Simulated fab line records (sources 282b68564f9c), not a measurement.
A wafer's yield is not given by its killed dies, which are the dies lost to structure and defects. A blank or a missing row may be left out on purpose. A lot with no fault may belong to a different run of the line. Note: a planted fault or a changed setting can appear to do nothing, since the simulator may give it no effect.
Struck lot and sound lot, side by side    flow rit_cmos    30 out of 202 route steps
Sound: wafers L774.3, L774.4, L774.5. The struck wafers were L781.3, L781.5, L781.6. At the end, the cause is stated.
Per side, at each step with rows, come the tool, then ch with its chambers, and then its first start. Under that, the readings that differ: sound wafers    struck wafers    difference of the means    sigmas: that difference in standard deviations of wafers without a fault.
alike: a reading whose means differ by less than 2 such deviations, as well as words and numbers matching on both sides. not compared: withheld readings; readings where some wafer has no value; bounds like >300 that might hide an equal value; numbers whose values overlap and for which the record gives no deviation.
A row with sigmas, a row that says differs or no value, or rows on one side alone: a step with any of these is where the two part. Numbers that don't overlap but have no deviation are shown without sigmas and don't part them. Lack of a reading on every wafer of one side parts them only where that side has two or more wafers.

RIT_FOX2_THK_MEAS_01:
  sound on film_metro-02 at day 2 01:31; struck on film_metro-01 at day 3 11:15
  alike: FOX2_OXIDE_THK
then, 2 steps without rows for these wafers: RIT_FOX2_CLEAN_02 (cleans in dHF, time 180 s); RIT_FOX2_WET_ETCH_03 (etches Si3N4 in H3PO4, target depth 195 nm, time 2700 s).
RIT_FOX2_THK_MEAS_90:
  sound on film_metro-02 at day 2 02:27; struck on film_metro-01 at day 3 12:08
  alike: FIELD_OXIDE_LEFT_1_THK
then, 6 steps without rows for these wafers: RIT_NWELL_HMDS_00 (prime time 60 s); RIT_NWELL_COAT_01 (resist thk 1312 nm); RIT_NWELL_SOFTBAKE_02 (time 60 s); RIT_NWELL_EXPOSE_03 (exposes mask M2, target cd 43900 nm); RIT_NWELL_PEB_04; RIT_NWELL_DEVELOP_05 (develop time 68 s).
RIT_NWELL_OVL_MEAS_06:
  sound on overlay-01 at day 2 03:31; struck on overlay-01 at day 3 13:04
  alike: NWELL_OVL
then, 1 step without rows for these wafers: RIT_NWELL_HARDBAKE_07 (time 120 s).
RIT_NWELL_IMPLANT_08:
  sound on implanter-02 ch 0, day 2 03:50; struck on implanter-03 ch 0, day 3 13:23
reading                    sound                 struck                difference  sigmas
beam_energy_keV            169.96 169.99 169.88  214.19 214.20 214.15  +44.24      +99 or more
model.implant.rp_nm (nm)   207.8 207.8 207.8     267.7 267.7 267.7     +59.9       
model.implant.drp_nm (nm)  68.82 68.82 68.82     81.3 81.3 81.3        +12.5       
RIT_NWELL_STRIP_09: strips in O2, time 180 s.
  sound on plasma_asher-03 ch 0,1, day 2 04:00; struck on plasma_asher-01 ch 0,1, day 3 13:32
  alike: drypump_motor_current_A
  not compared: rf_hours_counter_h
RIT_NWELL_TW_MEAS_10:
  sound on film_metro-03 at day 2 04:08; struck on film_metro-03 at day 3 13:41
reading   sound           struck          difference  sigmas
NWELL_TW  2176 2185 2177  2270 2273 2268  +91         +5
then, 6 steps without rows for these wafers: RIT_PWELL_HMDS_00 (prime time 60 s); RIT_PWELL_COAT_01 (resist thk 1300 nm); RIT_PWELL_SOFTBAKE_02 (time 60 s); RIT_PWELL_EXPOSE_03 (exposes mask M3, target cd 43700 nm); RIT_PWELL_PEB_04; RIT_PWELL_DEVELOP_05 (develop time 68 s).
RIT_PWELL_OVL_MEAS_06:
  sound on overlay-01 at day 2 05:12; struck on overlay-02 at day 3 14:37
  alike: PWELL_OVL
then, 2 steps without rows for these wafers: RIT_PWELL_HARDBAKE_07 (time 120 s); RIT_PWELL_IMPLANT_08.
RIT_PWELL_STRIP_09: strips in O2, time 180 s.
  sound on plasma_asher-03 ch 0,1, day 2 05:41; struck on plasma_asher-01 ch 0,1, day 3 15:05
  alike: drypump_motor_current_A
  not compared: rf_hours_counter_h
RIT_PWELL_TW_MEAS_10:
  sound on film_metro-01 at day 2 05:49; struck on film_metro-04 at day 3 15:14
  alike: PWELL_TW
then, 1 step without rows for these wafers: RIT_WELLDRIVE_ANNEAL_00 (time 14700 s).
RIT_WELLDRIVE_RS_MEAS_01: the measuring method here is four-point-probe.
  sound on film_metro-01 at day 2 11:32; struck on film_metro-03 at day 3 21:20
reading            sound              struck             difference  sigmas
NWELL_RS (ohm/sq)  274.7 274.9 274.9  271.7 272.7 272.8  -2.4        -3
RIT_WELLDRIVE_RS_MEAS_02: the measuring method here is four-point-probe.
  sound on film_metro-01 at day 2 11:40; struck on film_metro-03 at day 3 21:28
  alike: PWELL_RS
RIT_M1_PROBE_99:
  sound on prober-02 at day 3 19:20; struck on prober-01 at day 5 07:01
reading                                         sound                 struck                difference  sigmas
model.etest.field_p_metal.vt_v (V)              -29.14 -30.09 -29.48  -43.05 -42.63 -43.26  -13.41      
model.etest.field_p.vt_v (V)                    -12.36 -12.44 -12.46  -18.59 -18.49 -18.55  -6.12       
model.etest.well_edge_right.line_ohm_um         182.3 181.5 182.3     181.3 178.1 177       -3.2        
model.etest.well_edge_left.line_ohm_um          181.3 184.3 180.1     179.2 179.3 176.9     -3.4        
model.etest.iso_nwell_nwell.bv_v (V)            22.52 21.82 22.24     19.82 20.12 19.97     -2.22       
model.etest.iso_pplus_pwell.lateral_log10_a_um  -9.261 -9.348 -9.285  -9.412 -9.444 -9.43   -0.131      
model.etest.iso_nwell_nwell.lateral_log10_a_um  -7.341 -7.424 -7.39   -7.27 -7.32 -7.297    +0.09       
  alike: killed_at_front_end, killed_dies, killed_open, killed_short
  not compared: model.etest.nwell_pinched.rs_ohm_sq

WHERE THEY PART
Earliest at RIT_NWELL_IMPLANT_08; latest, in this record, at RIT_WELLDRIVE_RS_MEAS_01. Later steps at which nothing parts them and some readings are alike: RIT_WELLDRIVE_RS_MEAS_02, RIT_M1_PROBE_99.

WHY: the cause the simulator had injected
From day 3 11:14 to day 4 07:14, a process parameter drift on implanter-03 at RIT_NWELL_IMPLANT_08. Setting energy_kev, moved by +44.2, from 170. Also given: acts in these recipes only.
